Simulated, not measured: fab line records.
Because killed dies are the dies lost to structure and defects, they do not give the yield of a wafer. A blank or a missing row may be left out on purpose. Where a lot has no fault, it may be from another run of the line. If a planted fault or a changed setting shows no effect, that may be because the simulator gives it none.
Which tool did it? ; flow berkeleyCmos170 ; Sampling: 14 lots, 42 wafers, 6 of 331 route steps

== WHAT THE GAUGES READ, wafer by wafer ==
UCB170_ACTIVE_THK_MEAS_03.
lot;measured;on;ACTIVE_OXIDE_THK (nm)
L190;day 3 17:53;filmMetro-03;27.2 26.5 26.9
L191;day 4 06:01;filmMetro-04;25.8 26.1 25.8
L192;day 4 15:47;filmMetro-04;26.6 26.7 27.1
L194;day 4 19:22;filmMetro-01;26.0 25.7 26.0
L193;day 4 19:25;filmMetro-01;26.0 26.1 25.8
L197;day 5 04:24;filmMetro-03;26.8 26.2 26.3
L200;day 5 16:21;filmMetro-04;26.4 26.7 26.7
L201;day 5 22:04;filmMetro-03;26.5 26.4 25.9
L202;day 6 11:19;filmMetro-01;27.0 26.7 26.7
L204;day 6 20:23;filmMetro-01;26.5 26.5 26.3
L207;day 7 06:52;filmMetro-04;25.4 25.1 25.1
L212;day 8 08:11;filmMetro-03;25.7 25.8 25.7
L211;day 8 08:13;filmMetro-04;26.3 26.2 25.9
L213;day 8 19:21;filmMetro-01;26.6 26.2 26.6

UCB170_FIELD_THK_MEAS_02.
lot;measured;on;FIELD_OXIDE_THK (nm)
L190;day 4 09:51;filmMetro-02;564 570 570
L191;day 4 21:22;filmMetro-02;542 540 540
L192;day 5 03:23;filmMetro-02;550 558 560
L194;day 5 11:51;filmMetro-04;558 561 562
L193;day 5 11:50;filmMetro-02;574 570 583
L197;day 5 21:10;filmMetro-04;544 558 556
L200;day 6 07:22;filmMetro-04;558 558 547
L201;day 6 15:06;filmMetro-02;560 551 549
L202;day 7 04:44;filmMetro-04;548 552 560
L204;day 7 13:25;filmMetro-03;557 553 562
L207;day 7 23:14;filmMetro-03;567 564 566
L212;day 9 01:33;filmMetro-04;554 559 561
L211;day 9 01:35;filmMetro-03;547 558 562
L213;day 9 10:45;filmMetro-03;550 549 557

UCB170_NLDD_TW_MEAS_11.
lot;measured;on;NLDD_TW
L190;day 6 03:06;filmMetro-03;2238 2230 2237
L191;day 6 20:39;filmMetro-04;2253 2255 2251
L192;day 7 02:40;filmMetro-01;2223 2229 2232
L194;day 7 13:37;filmMetro-03;2225 2223 2219
L193;day 7 13:44;filmMetro-04;2259 2245 2255
L197;day 7 13:54;filmMetro-03;2220 2235 2226
L200;day 7 23:34;filmMetro-01;2252 2246 2249
L201;day 8 11:56;filmMetro-04;2256 2260 2263
L202;day 8 18:55;filmMetro-01;2226 2219 2212
L204;day 9 06:01;filmMetro-03;2221 2231 2232
L207;day 9 12:18;filmMetro-03;2407 2400 2401 2401 2409 2403
L212;day 10 15:47;filmMetro-01;2415 2429 2416 2420 2420 2418
L211;day 10 15:57;filmMetro-04;2250 2249 2243
L213;day 11 03:16;filmMetro-01;2218 2218 2219

UCB170_NSD_CD_MEAS_06: target cd 1200 nm.
lot;measured;on;cdNm (nm)
L190;day 6 11:09;cdSem-02;1200.6 1199.9 1201.1
L191;day 7 04:38;cdSem-02;1200.5 1200.5 1199.9
L192;day 7 10:08;cdSem-01;1200.3 1201.2 1199.9
L194;day 7 21:44;cdSem-02;1199.4 1199.1 1198.1
L193;day 7 21:10;cdSem-02;1200.2 1201.4 1201.4
L197;day 7 20:37;cdSem-02;1200.2 1200.9 1200.0
L200;day 8 08:00;cdSem-02;1200.1 1200.6 1200.4
L201;day 8 22:06;cdSem-02;1199.5 1199.8 1200.8
L202;day 9 03:58;cdSem-01;1201.2 1201.8 1200.2
L204;day 9 14:00;cdSem-02;1197.3 1199.5 1199.0
L207;day 9 20:53;cdSem-02;1199.1 1199.5 1199.1
L212;day 11 00:53;cdSem-02;1200.1 1200.0 1201.2
L211;day 10 23:25;cdSem-02;1200.8 1200.7 1199.8
L213;day 11 10:36;cdSem-01;1201.4 1201.2 1198.9

UCB170_SDANNEAL_RS_MEAS_05: measures by four-point-probe.
lot;measured;on;NLDD_RS (ohm/sq)
L190;day 6 13:20;filmMetro-01;614.8 615.2 613.9
L191;day 7 07:09;filmMetro-03;614.9 618.0 616.9
L192;day 7 12:43;filmMetro-01;616.3 618.5 615.7
L194;day 7 23:38;filmMetro-04;615.5 616.0 615.6
L193;day 7 23:08;filmMetro-04;615.6 616.1 617.3
L197;day 7 22:41;filmMetro-03;616.8 616.8 615.4
L200;day 8 10:13;filmMetro-03;613.9 615.4 613.5
L201;day 9 03:20;filmMetro-03;614.8 615.5 614.3
L202;day 9 08:35;filmMetro-01;616.2 616.0 615.8
L204;day 9 15:51;filmMetro-01;617.6 619.7 616.1
L207;day 9 23:16;filmMetro-03;500.9 501.6 502.8 502.6 502.0 502.2
L212;day 11 03:58;filmMetro-03;503.8 501.4 502.0 503.0 501.8 502.9
L211;day 11 01:23;filmMetro-04;614.8 614.2 615.9
L213;day 11 12:43;filmMetro-03;615.3 616.5 615.4

== EACH LOT AND THE TOOL THAT RAN IT (in order: tool; ch and the chambers of the sampled wafers; start) ==
lot;UCB170_NLDD_IMPLANT_08
L190;implanter-03 ch 0, day 6 02:43
L191;implanter-01 ch 0, day 6 20:16
L192;implanter-03 ch 0, day 7 02:16
L194;implanter-03 ch 0, day 7 13:13
L193;implanter-02 ch 0, day 7 13:20
L197;implanter-03 ch 0, day 7 13:30
L200;implanter-01 ch 0, day 7 23:10
L201;implanter-01 ch 0, day 8 11:32
L202;implanter-01 ch 0, day 8 18:31
L204;implanter-03 ch 0, day 9 05:38
L207;implanter-03 ch 0, day 9 11:52
L212;implanter-03 ch 0, day 10 15:23
L211;implanter-01 ch 0, day 10 15:35
L213;implanter-02 ch 0, day 11 02:54
- UCB170_NLDD_IMPLANT_08

== AS READ BY THE TOOLS THEMSELVES (means over the sampled wafers that have a number; for cases with no such wafer, the mark the record gives instead) ==
UCB170_NLDD_IMPLANT_08.
lot;tool;doseIonsCm2;faradayCurrentUA;tiltDeg (degrees)
L190;implanter-03;5e+13;158;6.980
L191;implanter-01;5e+13;161;6.984
L192;implanter-03;5e+13;159;7.027
L194;implanter-03;5e+13;157;7.018
L193;implanter-02;5e+13;158;7.015
L197;implanter-03;5e+13;157;7.007
L200;implanter-01;5e+13;154;7.006
L201;implanter-01;5e+13;157;7.022
L202;implanter-01;5e+13;160;7.010
L204;implanter-03;5e+13;159;7.010
L207;implanter-03;8e+13;270;7.003
L212;implanter-03;8e+13;264;6.986
L211;implanter-01;5e+13;160;7.020
L213;implanter-02;5e+13;162;7.011

== THE ANSWER, worked out from the rows above alone ==
Rule: the lots themselves supply what counts as usual. Put in order of their means at a reading, lots are off if they are a third of the lots or fewer, leave a main group of 4 or more, and stand apart from it by a gap of 3 or more times the standard deviation of the main group's means; of several such gaps the widest counts. The tables above print the reading to a certain number of digits; a main group whose means all agree to those digits is not used. A lot without any number at a reading at which 4 lots or more have one is off too. All remaining lots with rows at the step are treated as sound. First the gauges in route order, then the tools' own readings, where a lot's mean is used as printed above. The first step at which some lot is off is used, and at that step the reading that is off furthest; a lot without a number counts as furthest.
Off: at UCB170_NLDD_TW_MEAS_11 (NLDD_TW), L207, L212. The main group: mean 2237, standard deviation 14.
If a tool, at a process step before that reading, ran all the lots that are off and no sound lot after the first of them, it fits. Not tried: the gauges at UCB170_NLDD_TW_MEAS_11; whatever is off there is also off at UCB170_NLDD_IMPLANT_08, on other tools, and gauge error can't account for it. One fits: UCB170_NLDD_IMPLANT_08 on implanter-03. Its last sound lot is L204 (day 9 05:38), its first lot that is off L207 (day 9 11:52): a fault that began between those two fits.
The tool's own readings at UCB170_NLDD_IMPLANT_08 bear it out: on the lots that are off they differ by more than 5 times the standard deviation of the sound lots' means. doseIonsCm2 reads 8e+13 there against 5e+13 on the sound lots; faradayCurrentUA reads 267 there against 158 on the sound lots.

== WHAT THE SIMULATOR HAD INSERTED ==
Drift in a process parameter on implanter-03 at UCB170_NLDD_IMPLANT_08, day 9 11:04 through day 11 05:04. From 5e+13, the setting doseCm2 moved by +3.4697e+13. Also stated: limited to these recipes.
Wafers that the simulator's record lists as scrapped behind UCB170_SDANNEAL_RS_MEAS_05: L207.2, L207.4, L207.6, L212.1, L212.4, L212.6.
Shown lots that were struck: L207, L212. Same finding as the rule above.
